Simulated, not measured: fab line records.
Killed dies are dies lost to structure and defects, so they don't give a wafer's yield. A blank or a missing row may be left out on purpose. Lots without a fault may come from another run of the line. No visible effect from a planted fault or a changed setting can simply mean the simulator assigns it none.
fab line records	flow rit_cmos
record lots=6	wafers=18	last_day=7
route steps=202 shown PRETRO@71 GATE@75 FOX2@80 M1@202
lots with no fault: from the same line, run without faults
start_h: start of the lot's first displayed wafer, in hours after the record's first day	wait_h: hours elapsed since this lot's preceding step	" identical to the entry in the row above	L1.1+2: a row that stands for several wafers	- value missing, or start not given	* or withheld: withheld	< > ~ a bound
route shown NAME@n: NAME is a module with steps in the file, n the number in the route of the first one	usual: the fault-free wafers' mean and standard deviation	same: alike in all rows	chamber/n: place in a boat	sites: the reading at each site	_std_site: standard deviation of those values	_edge_site: mean of outer sites minus mean of inner sites	radius_mm: how far each site lies from the wafer's centre	mask NAME#n: copy n	behind: the most recent tool/chamber to have shaped the wafer	hold: what put the lot on hold/how long, in hours/how the hold closed	device: the n, p or np transistor that did not switch	end of line: the route-end tests of the same wafers	where a step has no rows: the recipe by itself	killed: dies lost to structure and defects at the first sort, not the wafer's yield	map: a wafer's dies, x killed, . not, _ none there
set.NAME: the run value of the setting; set.NAME@STEP: its run value at that earlier step	model.NAME: the simulator's own value behind a step, which no gauge read
a table for each step, a row for each wafer; lots at some steps of the route
services: the hour from which a tool's chamber was out of use, counted from the record's first day as start_h (under 0 if before that day), plus the number of hours and why
## steps
# step RIT_PRETRO_HARDBAKE_07
# recipe resist=NOVOLAK	temp_c=140	time_s=120
# step RIT_PRETRO_IMPLANT_08
# recipe species=B	energy_kev=45	dose_cm2=1.2e+13	tilt_deg=7
# step RIT_PRETRO_STRIP_09
# recipe chemistry=O2	time_s=180	resist=NOVOLAK	platen_temp_c=withheld	power_w=500	pressure_mtorr=4000	o2_flow_sccm=4000
# usual drypump_motor_current_A=5.6/0.35
lot.wafer	tool	chamber	start_h	wait_h	drypump_motor_current_A	rf_hours_counter_h
L394.3	plasma_asher-02	0	33.05	0.1	6.1	-
L394.4	"	1	"	"	5.5	-
L394.6	"	0	"	"	6.1	-
L395.1	plasma_asher-01	1	37.54	0.1	6.2	40
L395.4	"	0	"	"	5.6	-
L395.6	"	1	"	"	6.2	-
L406.1	plasma_asher-01	1	91.65	0.1	6.2	46
L406.2	"	0	"	"	5.5	46
L406.6	"	1	"	"	6.2	-
L408.1	plasma_asher-01	0	100.95	0.1	5.5	47
L408.4	"	0	"	"	5.5	-
L408.6	"	0	"	"	5.5	-
L410.1	plasma_asher-04	1	111.73	0.1	5.3	32
L410.3	"	0	"	"	5.5	-
L410.5	"	1	"	"	5.2	-
L415.1	plasma_asher-04	0	136.32	0.1	5.5	34
L415.5	"	1	"	"	5.2	-
L415.6	"	0	"	"	5.4	-
# step RIT_PRETRO_TW_MEAS_10
# usual PRETRO_TW=474.6/3
lot.wafer	tool	chamber	start_h	wait_h	PRETRO_TW
L394.3	film_metro-02	-	33.19	0.1	470.9
L394.4	"	-	"	"	476.7
L394.6	"	-	"	"	473.2
L395.1	film_metro-02	-	37.71	0.1	473.3
L395.4	"	-	"	"	470.3
L395.6	"	-	"	"	472.1
L406.1	film_metro-01	-	91.82	0.1	475.3
L406.2	"	-	"	"	473.5
L406.6	"	-	"	"	475.0
L408.1	film_metro-01	-	101.12	0.1	481.0
L408.4	"	-	"	"	480.0
L408.6	"	-	"	"	476.7
L410.1	film_metro-02	-	111.91	0.1	470.7
L410.3	"	-	"	"	470.1
L410.5	"	-	"	"	467.9
L415.1	film_metro-02	-	136.49	0.1	472.9
L415.5	"	-	"	"	471.8
L415.6	"	-	"	"	471.5
# step RIT_GATE_WET_ETCH_00
# recipe chemistry=BOE	target=SiO2	target_depth_nm=56	time_s=60	dry=n2_spin	dilution=10:1	temp_c=21.5
# step RIT_GATE_CLEAN_01
# recipe chemistry=SC1	mix=3:3:50	time_s=600	temp_c=75
# step RIT_GATE_CLEAN_02
# recipe chemistry=dHF	dilution=50:1	time_s=30
# step RIT_GATE_CLEAN_03
# recipe chemistry=SC2	mix=3:3:50	time_s=600	temp_c=75	dry=n2_spin
# step RIT_GATE_CLEAN_04
# recipe chemistry=dHF	dilution=50:1	time_s=60	dry=n2_spin
# step RIT_FOX2_THK_MEAS_91
# recipe reads=SiO2_of_FOX2_OXIDATION_00
# usual FIELD_OXIDE_LEFT_2_THK=254/6.2
lot.wafer	tool	chamber	start_h	wait_h	FIELD_OXIDE_LEFT_2_THK[nm]
L394.3	film_metro-02	-	33.70	0.0	261
L394.4	"	-	"	"	255
L394.6	"	-	"	"	261
L395.1	film_metro-03	-	38.21	0.0	251
L395.4	"	-	"	"	257
L395.6	"	-	"	"	259
L406.1	film_metro-03	-	92.30	0.0	245
L406.2	"	-	"	"	248
L406.6	"	-	"	"	249
L408.1	film_metro-01	-	101.68	0.0	255
L408.4	"	-	"	"	254
L408.6	"	-	"	"	260
L410.1	film_metro-02	-	112.39	0.0	254
L410.3	"	-	"	"	253
L410.5	"	-	"	"	253
L415.1	film_metro-03	-	136.97	0.0	250
L415.5	"	-	"	"	253
L415.6	"	-	"	"	248
# step RIT_GATE_OXIDATION_05
# recipe temp_c=900	ambient=O2	target_thk_a=30	ox_time_s=270
# step RIT_GATE_ANNEAL_06
# recipe temp_c=900	time_s=600	ambient=N2O
# step RIT_GATE_THK_MEAS_07
# recipe reads=SiO2_of_GATE_OXIDATION_05
# usual GATE_OXIDE_THK=3.01/0.056
lot.wafer	tool	chamber	start_h	wait_h	GATE_OXIDE_THK[nm]
L394.3	film_metro-01	-	35.09	0.0	3.01
L394.4	"	-	"	"	3.02
L394.6	"	-	"	"	3.04
L395.1	film_metro-02	-	40.02	0.0	2.96
L395.4	"	-	"	"	2.99
L395.6	"	-	"	"	3.01
L406.1	film_metro-02	-	93.68	0.0	3.80
L406.2	"	-	"	"	3.80
L406.6	"	-	"	"	3.80
L408.1	film_metro-02	-	103.33	0.0	3.95
L408.4	"	-	"	"	3.95
L408.6	"	-	"	"	3.92
L410.1	film_metro-03	-	113.78	0.0	3.06
L410.3	"	-	"	"	3.12
L410.5	"	-	"	"	3.06
L415.1	film_metro-01	-	138.36	0.0	2.99
L415.5	"	-	"	"	2.99
L415.6	"	-	"	"	3.04
# step RIT_GATE_CVD_08
# recipe material=poly-Si	target_thk_nm=250	temp_c=610	precursor=SiH4	time_s=2220	pressure_mtorr=300	sih4_flow_sccm=100
# step RIT_M1_PROBE_99
# usual killed_at_contacts=0.1/0.31	killed_at_front_end=7/3.1	killed_dies=7/3.1	killed_open=3.3/1.9	killed_short=3.3/2
# same gross_dies=264	killed_at_M0_to_M3=0	killed_at_M4_up=0	killed_at_back_side=0	killed_at_other=0
lot.wafer	tool	chamber	start_h	wait_h	killed_at_contacts	killed_at_front_end	killed_dies	killed_open	killed_short
L394.3	prober-01	-	63.15	0.2	2	5	7	3	2
L394.4	prober-01	-	63.20	0.2	2	5	7	3	3
L394.6	prober-01	-	63.30	0.2	0	8	8	3	5
L395.1	prober-01	-	63.67	0.1	0	4	4	1	3
L395.4	prober-01	-	63.82	0.2	0	8	8	3	5
L395.6	prober-01	-	63.92	0.2	0	7	7	3	4
L406.1	prober-01	-	117.19	0.1	0	9	9	5	4
L406.2	prober-01	-	117.24	0.1	0	8	8	4	4
L406.6	prober-01	-	117.44	0.2	0	6	6	3	3
L408.1	prober-01	-	127.60	0.1	0	7	7	5	2
L408.4	prober-01	-	127.75	0.2	0	1	1	0	1
L408.6	prober-01	-	127.85	0.2	0	8	8	5	3
L410.1	prober-01	-	137.48	0.1	0	6	6	2	4
L410.3	prober-01	-	137.58	0.2	0	12	12	6	6
L410.5	prober-01	-	137.68	0.2	1	6	7	3	4
L415.1	prober-01	-	161.45	0.1	0	8	8	4	4
L415.5	prober-01	-	161.65	0.2	0	5	5	2	3
L415.6	prober-01	-	161.70	0.2	0	3	3	1	2
# killed by level:class
L394.3 GATE:geometric_particle:short=2 CONTACT:coat_microbubble_printed=2 FOX2:geometric_particle:open=1 GATE:geometric_particle:open=1 SILICIDE:geometric_particle:open=1
L394.4 FOX1:geometric_particle:open=2 FOX1:geometric_particle:short=1 GATE:geometric_particle:open=1 REOX:geometric_particle:short=1 CONTACT:geometric_particle:short=1 CONTACT:coat_microbubble_printed=1
L394.6 GATE:geometric_particle:short=2 FOX1:geometric_particle:open=1 FOX1:geometric_particle:short=1 GATE:geometric_particle:open=1 SPACER:geometric_particle:short=1 SILICIDE:geometric_particle:open=1 SILICIDE:geometric_particle:short=1
L395.1 REOX:geometric_particle:short=2 GATE:geometric_particle:short=1 SPACER:geometric_particle:open=1
L395.4 GATE:geometric_particle:short=2 SPACER:geometric_particle:short=2 SPACER:geometric_particle:open=2 FOX2:geometric_particle:short=1 REOX:geometric_particle:open=1
L395.6 GATE:geometric_particle:short=2 REOX:geometric_particle:open=2 ACTIVE:geometric_particle:short=1 REOX:geometric_particle:short=1 SPACER:geometric_particle:open=1
L406.1 FOX1:geometric_particle:open=2 REOX:geometric_particle:open=2 SILICIDE:geometric_particle:short=2 FOX1:geometric_particle:short=1 GATE:geometric_particle:short=1 GATE:geometric_particle:open=1
L406.2 SILICIDE:geometric_particle:short=3 GATE:geometric_particle:open=2 REOX:geometric_particle:short=1 REOX:geometric_particle:open=1 SILICIDE:geometric_particle:open=1
L406.6 GATE:geometric_particle:open=2 GATE:geometric_particle:short=2 FOX2:geometric_particle:open=1 SILICIDE:geometric_particle:short=1
L408.1 GATE:geometric_particle:open=2 SILICIDE:geometric_particle:open=2 FOX1:geometric_particle:short=1 REOX:geometric_particle:open=1 REOX:geometric_particle:short=1
L408.4 SPACER:geometric_particle:short=1
L408.6 SPACER:geometric_particle:open=3 FOX1:geometric_particle:short=2 FOX2:geometric_particle:open=1 GATE:geometric_particle:short=1 REOX:geometric_particle:open=1
L410.1 FOX1:geometric_particle:short=2 GATE:geometric_particle:short=1 GATE:geometric_particle:open=1 SPACER:geometric_particle:short=1 SILICIDE:geometric_particle:open=1
L410.3 FOX1:geometric_particle:short=3 FOX2:geometric_particle:open=3 ACTIVE:geometric_particle:short=1 FOX1:geometric_particle:open=1 GATE:geometric_particle:short=1 GATE:geometric_particle:open=1 REOX:geometric_particle:short=1 SILICIDE:geometric_particle:open=1
L410.5 GATE:geometric_particle:short=2 REOX:geometric_particle:short=2 FOX1:geometric_particle:open=1 REOX:geometric_particle:open=1 CONTACT:geometric_particle:open=1
L415.1 FOX2:geometric_particle:short=2 GATE:geometric_particle:open=2 GATE:geometric_particle:short=1 REOX:geometric_particle:short=1 SPACER:geometric_particle:open=1 SILICIDE:geometric_particle:open=1
L415.5 SILICIDE:geometric_particle:short=2 FOX1:geometric_particle:open=1 REOX:geometric_particle:open=1 SPACER:geometric_particle:short=1
L415.6 FOX1:geometric_particle:short=1 SPACER:geometric_particle:short=1 SPACER:geometric_particle:open=1
## services
tool	chamber	start_h	hours	kind
plasma_asher-04	-	30.02	10.5	repair
plasma_asher-01	-	48.14	0.6	repair
plasma_asher-01	-	108.75	9.0	pm
plasma_asher-01	0	108.75	9.0	vent_cycle
plasma_asher-01	1	108.75	9.0	vent_cycle
plasma_asher-01	-	111.80	4.2	repair
plasma_asher-01	0	117.75	-	clean
plasma_asher-01	1	117.75	-	clean
## key
first_sign step=RIT_GATE_THK_MEAS_07	reading=GATE_OXIDE_THK	direction=up	sigmas=15	usual=3.01	struck=3.87
effect none on later readings
met_at RIT_GATE_THK_MEAS_07
struck_wafers L406.1,L406.2,L406.6,L408.1,L408.4,L408.6
tester_left_out L406,L408
onset_between 40.02 93.68
also_fits RIT_PRETRO_STRIP_09:plasma_asher-01,RIT_PRETRO_TW_MEAS_10:film_metro-01
fault kind=metrology_matching_offset	tool=film_metro-02	chamber=-	onset_h=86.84	steps=RIT_GATE_THK_MEAS_07	param=thk_nm	offset=0.8166
# tester_left_out: of these lots the tester's yield and bins aren't shown, on N5 and GAA mostly nor the transistor test; their killed dies are dies lost to structure and defects alone, not to doping, threshold or leakage, so they don't give the yield
